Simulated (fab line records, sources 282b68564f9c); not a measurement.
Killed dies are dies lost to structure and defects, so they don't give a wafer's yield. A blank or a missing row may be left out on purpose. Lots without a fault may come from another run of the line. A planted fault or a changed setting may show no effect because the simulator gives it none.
Tool commonality check | flow rit_cmos | 14 lots, 42 wafers sampled

WHY IT WAS OPENED
At RIT_PRETRO_TW_MEAS_10 the reading PRETRO_TW is flagged on 2 of 14 lots. Wafers without a fault read 470.4, standard deviation 2.5.
Rule: a lot is flagged when every wafer of it that has a number lies more than 4 standard deviations from that mean, or none has a number. The other lots count as sound.

lot  | measured    | on            | PRETRO_TW, wafer by wafer | flag
L346 | day 2 12:26 | film_metro-02 | 468.8 467.5 466.2         |
L348 | day 2 23:35 | film_metro-02 | 466.3 466.0 467.0         |
L349 | day 3 05:16 | film_metro-04 | 474.3 473.5 473.7         |
L350 | day 3 09:33 | film_metro-02 | 469.2 471.3 470.4         |
L351 | day 3 13:07 | film_metro-01 | 468.0 468.3 468.6         |
L353 | day 3 23:37 | film_metro-02 | 472.7 472.9 472.5         |
L355 | day 4 09:40 | film_metro-02 | 473.7 476.3 472.4         |
L356 | day 4 14:17 | film_metro-04 | 466.4 466.9 466.0         |
L357 | day 4 19:28 | film_metro-04 | 470.0 467.4 469.6         |
L358 | day 5 00:17 | film_metro-02 | 471.3 471.2 472.6         |
L360 | day 5 10:44 | film_metro-02 | 471.7 470.6 470.1         |
L362 | day 5 20:53 | film_metro-01 | 469.4 468.9 469.1         |
L364 | day 6 07:07 | film_metro-04 | 519.1 515.7 513.0         | FLAGGED
L365 | day 6 10:49 | film_metro-02 | 520.0 521.4 520.5         | FLAGGED
The numbers of the flagged lots are 518.3 on average: +47.9 against the usual, or +19 standard deviations.

WHICH TOOL RAN EACH LOT
The record holds 1 process step before the reading, out of a route of 202 steps. In each cell: the tool, then ch and the chambers that the sampled wafers went through, then the start.
lot  | flag    | RIT_PRETRO_IMPLANT_08
L346 |         | implanter-02 ch 0, day 2 12:08
L348 |         | implanter-03 ch 0, day 2 23:16
L349 |         | implanter-02 ch 0, day 3 04:56
L350 |         | implanter-02 ch 0, day 3 09:14
L351 |         | implanter-03 ch 0, day 3 12:47
L353 |         | implanter-02 ch 0, day 3 23:17
L355 |         | implanter-02 ch 0, day 4 09:20
L356 |         | implanter-02 ch 0, day 4 13:58
L357 |         | implanter-02 ch 0, day 4 19:08
L358 |         | implanter-02 ch 0, day 4 23:59
L360 |         | implanter-04 ch 0, day 5 10:25
L362 |         | implanter-02 ch 0, day 5 20:35
L364 | FLAGGED | implanter-02 ch 0, day 6 06:47
L365 | FLAGGED | implanter-02 ch 0, day 6 10:29
What these steps do:
- RIT_PRETRO_IMPLANT_08
- RIT_PRETRO_TW_MEAS_10

FLAGGED OVER TOTAL, TOOL BY TOOL (the gauges that took the reading come last)
step                  | tool          | lots run | flagged | share of the flagged lots | sound lots run after its first flagged lot
RIT_PRETRO_IMPLANT_08 | implanter-02  | 11       | 2       | all                       | 0
RIT_PRETRO_IMPLANT_08 | implanter-03  | 2        | 0       | none                      | -
RIT_PRETRO_IMPLANT_08 | implanter-04  | 1        | 0       | none                      | -
RIT_PRETRO_TW_MEAS_10 | film_metro-01 | 2        | 0       | none                      | -
RIT_PRETRO_TW_MEAS_10 | film_metro-02 | 8        | 1       | some                      | 0
RIT_PRETRO_TW_MEAS_10 | film_metro-04 | 4        | 1       | some                      | 0

WHAT THE TABLE ALLOWS
1 row of the table ran every flagged lot: implanter-02 at RIT_PRETRO_IMPLANT_08.
- implanter-02 at RIT_PRETRO_IMPLANT_08: 2 of its 11 lots flagged. Its last sound lot is L362 (day 5 20:35), its first flagged lot L364 (day 6 06:47): a fault that began between those two fits. Its own readings lie more than 4 standard deviations out on every wafer of the flagged lots: dose_ions_cm2, faraday_current_uA.
One tool is left: implanter-02 at RIT_PRETRO_IMPLANT_08.

WHAT THE SIMULATOR HAD PUT IN
Process parameter drift: implanter-02, from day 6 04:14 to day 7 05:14, at RIT_PRETRO_IMPLANT_08. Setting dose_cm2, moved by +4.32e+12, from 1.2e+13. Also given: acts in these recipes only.
Lots struck among those shown: L364, L365. The rule above found the same.
